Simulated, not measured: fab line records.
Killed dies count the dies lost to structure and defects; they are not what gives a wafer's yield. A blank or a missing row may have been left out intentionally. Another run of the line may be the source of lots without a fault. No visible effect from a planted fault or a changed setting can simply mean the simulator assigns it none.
2 desks, one fault	flow rit-cmos	numbers are kept per desk, each desk with only its own; the story behind them comes last

## METROLOGY DESK
Lot by lot, what the gauges showed, no matter which tool ran the lot: averages of those sampled wafers that carry a number. Any lot whose mean is over 4 standard deviations away from the usual mean is out of limits and marked OUT; that distance is given in the brackets.
Columns: A = cd-nm at RIT_CONTACT_CD_MEAS_08, usual 1000.0 nm; B = CONTACT_OVL at RIT_CONTACT_OVL_MEAS_09, usual -0.2 nm; C = cd-nm at RIT_CONTACT_CD_MEAS_90, usual 1000.0 nm; D = M1_AL_RS at RIT_M1_RS_MEAS_01, usual 0.0732 ohm/sq; E = M1_AL_THK at RIT_M1_THK_MEAS_02, usual 401 nm; F = cd-nm at RIT_M1_CD_MEAS_09, usual 2600.2 nm; G = M1_OVL at RIT_M1_OVL_MEAS_10, usual 0.7 nm
lot	first seen here	A	B	C	D	E	F	G
L604	day 6 01:59	1000.7	1.8	1000.3	0.0743	394	2599.8	1.6
L606	day 6 16:21	1001.8	0.0	1001.8	0.0742	396	2604.5	-0.7
L611	day 7 07:19	1000.4	-0.1	1000.3	0.0723	408	2597.2	0.3
L613	day 7 18:52	1001.9	0.1	1001.8	0.0714	408	2603.5	1.1
L616	day 8 04:05	999.4	-1.5	999.4	0.0726	405	2599.8	0.5
L617	day 8 09:17	1001.3	-0.8	1001.6	0.0735	399	2597.8	-0.1
Result from this desk: across the 6 lots, nothing is out of limits.

## THE TOOL OWNER'S DESK: pvd-sputter-02
The tool's own readings at RIT_M1_SPUTTER_00 (material Al, target thk 400 nm, time 500 s): means of the sampled wafers that have a number, for each lot that ran on this tool. Any lot whose mean is over 4 standard deviations away from the usual mean is out of limits and marked OUT; that distance is given in the brackets.
Columns: A = chamber-pressure-pa at RIT_M1_SPUTTER_00, usual 0.4000 Pa; B = throttle-valve-pct at RIT_M1_SPUTTER_00, usual 30.3 %
lot	first seen here	A	B
L604	day 6 03:08	0.3998	30.2
L613	day 7 19:58	0.4009	32.3
L616	day 8 05:14	0.4001	30.7
Result from this desk: across the 3 lots, nothing is out of limits.

## ALL TOGETHER
Metrology desk: nothing out of limits seen.
The tool owner's desk saw nothing out of limits.

## WHAT WAS PUT IN BY THE SIMULATOR
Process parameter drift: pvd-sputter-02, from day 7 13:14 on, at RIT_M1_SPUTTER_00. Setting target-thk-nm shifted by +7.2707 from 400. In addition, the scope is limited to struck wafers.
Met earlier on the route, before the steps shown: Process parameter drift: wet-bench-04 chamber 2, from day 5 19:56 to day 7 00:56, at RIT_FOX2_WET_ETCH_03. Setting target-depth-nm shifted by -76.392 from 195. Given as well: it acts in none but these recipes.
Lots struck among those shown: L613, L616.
